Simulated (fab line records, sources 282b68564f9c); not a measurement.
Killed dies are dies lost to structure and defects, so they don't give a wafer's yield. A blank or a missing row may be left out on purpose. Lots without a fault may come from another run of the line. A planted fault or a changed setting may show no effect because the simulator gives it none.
Tool commonality check | flow rit_cmos | 13 lots, 39 wafers sampled

WHY IT WAS OPENED
At RIT_ACTIVE_THK_MEAS_04 the reading ACTIVE_NITRIDE_THK is flagged on 1 of 13 lots. Wafers without a fault read 150.2 nm, standard deviation 1.4.
Rule: a lot is flagged when every wafer of it that has a number lies more than 4 standard deviations from that mean, or none has a number. The other lots count as sound.

lot  | measured    | on            | ACTIVE_NITRIDE_THK (nm), wafer by wafer | flag
L207 | day 1 13:32 | film_metro-02 | 149.7 149.3 150.1                       |
L208 | day 1 18:32 | film_metro-01 | 150.9 150.9 151.5                       |
L209 | day 1 23:34 | film_metro-02 | 149.5 152.3 151.5                       |
L210 | day 2 04:32 | film_metro-01 | 185.6 186.6 187.3                       | FLAGGED
L213 | day 2 19:49 | film_metro-01 | 151.0 151.9 150.7                       |
L214 | day 3 01:39 | film_metro-01 | 148.8 147.6 147.2                       |
L215 | day 3 06:15 | film_metro-02 | 150.7 149.0 150.3                       |
L220 | day 4 08:50 | film_metro-02 | 151.6 152.5 151.7                       |
L225 | day 5 08:47 | film_metro-04 | 152.0 151.7 151.8                       |
L227 | day 5 18:37 | film_metro-04 | 151.9 151.6 152.5                       |
L228 | day 5 22:39 | film_metro-04 | 148.7 148.7 149.1                       |
L229 | day 6 04:38 | film_metro-04 | 149.0 150.0 150.5                       |
L230 | day 6 09:07 | film_metro-01 | 150.0 151.2 151.0                       |
The numbers of the flagged lots are 186.5 nm on average: +36.3 nm against the usual, or +26 standard deviations.

WHICH TOOL RAN EACH LOT
The record holds 1 process step before the reading, out of a route of 202 steps. In each cell: the tool, then ch and the chambers that the sampled wafers went through, then the start.
lot  | flag    | RIT_ACTIVE_CVD_03
L207 |         | lpcvd-01 ch 1, day 1 12:07
L208 |         | lpcvd-02 ch 0, day 1 17:07
L209 |         | lpcvd-02 ch 1, day 1 22:08
L210 | FLAGGED | lpcvd-02 ch 1, day 2 03:07
L213 |         | lpcvd-01 ch 1, day 2 18:23
L214 |         | lpcvd-01 ch 1, day 3 00:14
L215 |         | lpcvd-01 ch 1, day 3 04:07
L220 |         | lpcvd-01 ch 1, day 4 07:25
L225 |         | lpcvd-02 ch 0, day 5 07:20
L227 |         | lpcvd-02 ch 1, day 5 16:29
L228 |         | lpcvd-01 ch 0, day 5 21:13
L229 |         | lpcvd-02 ch 1, day 6 03:13
L230 |         | lpcvd-02 ch 0, day 6 07:42
What these steps do:
- RIT_ACTIVE_CVD_03: deposits Si3N4 from SiH2Cl2/NH3, target thk 150 nm, time 1500 s.
- RIT_ACTIVE_THK_MEAS_04

FLAGGED OVER TOTAL, TOOL BY TOOL (the gauges that took the reading come last)
step                   | tool          | lots run | flagged | share of the flagged lots | sound lots run after its first flagged lot
RIT_ACTIVE_CVD_03      | lpcvd-01      | 6        | 0       | none                      | -
RIT_ACTIVE_CVD_03      | lpcvd-02      | 7        | 1       | all                       | 4 (L225,L227,L229,L230)
RIT_ACTIVE_THK_MEAS_04 | film_metro-01 | 5        | 1       | all                       | 3 (L213,L214,L230)
RIT_ACTIVE_THK_MEAS_04 | film_metro-02 | 4        | 0       | none                      | -
RIT_ACTIVE_THK_MEAS_04 | film_metro-04 | 4        | 0       | none                      | -

WHAT THE TABLE ALLOWS
2 rows of the table ran every flagged lot: lpcvd-02 at RIT_ACTIVE_CVD_03, film_metro-01 at RIT_ACTIVE_THK_MEAS_04.
- lpcvd-02 at RIT_ACTIVE_CVD_03: 1 of its 7 lots flagged. Sound lots ran on it after the first flagged one (L225, L227, L229, L230), which a lasting fault on the whole tool wouldn't allow.
- film_metro-01 at RIT_ACTIVE_THK_MEAS_04: 1 of its 5 lots flagged. Sound lots ran on it after the first flagged one (L213, L214, L230), which a lasting fault on the whole tool wouldn't allow.
No row of the table ran every flagged lot and no sound lot after the first.

WHAT THE SIMULATOR HAD PUT IN
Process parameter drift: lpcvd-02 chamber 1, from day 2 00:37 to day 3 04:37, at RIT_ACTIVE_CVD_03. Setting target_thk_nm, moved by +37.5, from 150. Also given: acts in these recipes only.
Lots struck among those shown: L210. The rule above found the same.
